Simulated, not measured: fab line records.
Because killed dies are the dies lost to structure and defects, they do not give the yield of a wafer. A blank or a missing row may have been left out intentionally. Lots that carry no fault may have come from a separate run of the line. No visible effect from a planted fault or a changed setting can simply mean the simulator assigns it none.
Struck lot and sound lot, side by side || flow rit cmos || 21 steps out of a route of 202
Sound: wafers L222.3, L222.4, L222.6. Wafers L237.1, L237.2, L237.3 were the ones struck. The cause is given at the end.
Each step with rows lists, per side, the tool, then ch with its chambers, then its first start. Under that, the readings that differ: sound wafers || struck wafers || difference of the means || sigmas: that difference in standard deviations of wafers without a fault.
alike: a reading whose means differ by less than 2 such deviations, as well as words and numbers matching on both sides. not compared: withheld readings; readings where some wafer has no value; bounds like >300 that might hide an equal value; numbers whose values overlap and for which the record gives no deviation.
Wherever a step has rows on one side only, a row that says differs or no value, or a row with sigmas, the two part there. Non-overlapping numbers with no deviation appear without sigmas and do not part them. Lack of a reading on every wafer of one side parts them only where that side has two or more wafers.

first, 6 steps without rows for these wafers: RIT_NWELL_HMDS_00 (prime time 60 s); RIT_NWELL_COAT_01 (resist thk 1300 nm); RIT_NWELL_SOFTBAKE_02 (time 60 s); RIT_NWELL_EXPOSE_03 (exposes mask M2, target cd 43900 nm); RIT_NWELL_PEB_04; RIT_NWELL_DEVELOP_05 (develop time 68 s).
RIT_NWELL_OVL_MEAS_06:
  sound: overlay-01 at day 3 09:10; struck: overlay-02 at day 6 18:21
  alike: NWELL_OVL
then, 2 steps without rows for these wafers: RIT_NWELL_HARDBAKE_07 (time 120 s); RIT_NWELL_IMPLANT_08.
RIT_NWELL_STRIP_09: strips in O2, time 180 s.
  sound on plasma asher-01 ch 0,1, day 3 09:39; struck on plasma asher-01 ch 0,1, day 6 19:02
  alike: drypump motor current A
  not compared: rf hours counter h
RIT_NWELL_TW_MEAS_10:
  sound: film metro-03 at day 3 09:47; struck: film metro-04 at day 6 19:13
{"reading": "NWELL_TW", "sound": "2167 2153 2164", "struck": "2109 2108 2105", "difference": -54, "sigmas": -3}
then, 1 step without rows for these wafers: RIT_PWELL_HMDS_00 (prime time 60 s).
RIT_PWELL_COAT_01: resist thk 1300 nm.
  sound on litho track-01 ch 0, day 3 10:08; struck on litho track-04 ch 0, day 6 19:38
{"reading": "model.NOVOLAK_of_PWELL_COAT_01.thk nm (nm)", "sound": "1299 1305 1303", "struck": "1496 1501 1490", "difference": "+193", "sigmas": ""}
  alike: chill plate temp C
then, 4 steps without rows for these wafers: RIT_PWELL_SOFTBAKE_02 (time 60 s); RIT_PWELL_EXPOSE_03 (exposes mask M3, target cd 43700 nm); RIT_PWELL_PEB_04; RIT_PWELL_DEVELOP_05 (develop time 68 s).
RIT_PWELL_OVL_MEAS_06:
  sound: overlay-01 at day 3 10:58; struck: overlay-01 at day 6 20:53
  alike: PWELL_OVL
RIT_PWELL_HARDBAKE_07: time 120 s.
  sound on litho track-01 ch 0, day 3 11:04; struck on litho track-02 ch 0, day 6 21:15
{"reading": "model.NOVOLAK_of_PWELL_COAT_01.thk nm (nm)", "sound": "1136 1141 1139", "struck": "1305 1310 1301", "difference": "+167", "sigmas": ""}
  alike: chill plate temp C, heater power total W
next, for these wafers, 1 step has no rows: RIT_PWELL_IMPLANT_08.
RIT_M1_PROBE_99:
  sound: prober-02 at day 5 04:56; struck: prober-01 at day 8 11:50
  alike: killed at contacts, killed at front end, killed dies, killed open, killed short

## WHERE THEY PART
Within this record, at RIT_NWELL_TW_MEAS_10 only. Later steps at which nothing parts them and some readings are alike: RIT_PWELL_COAT_01, RIT_PWELL_OVL_MEAS_06, RIT_PWELL_HARDBAKE_07, RIT_M1_PROBE_99.

WHY: the cause the simulator had injected
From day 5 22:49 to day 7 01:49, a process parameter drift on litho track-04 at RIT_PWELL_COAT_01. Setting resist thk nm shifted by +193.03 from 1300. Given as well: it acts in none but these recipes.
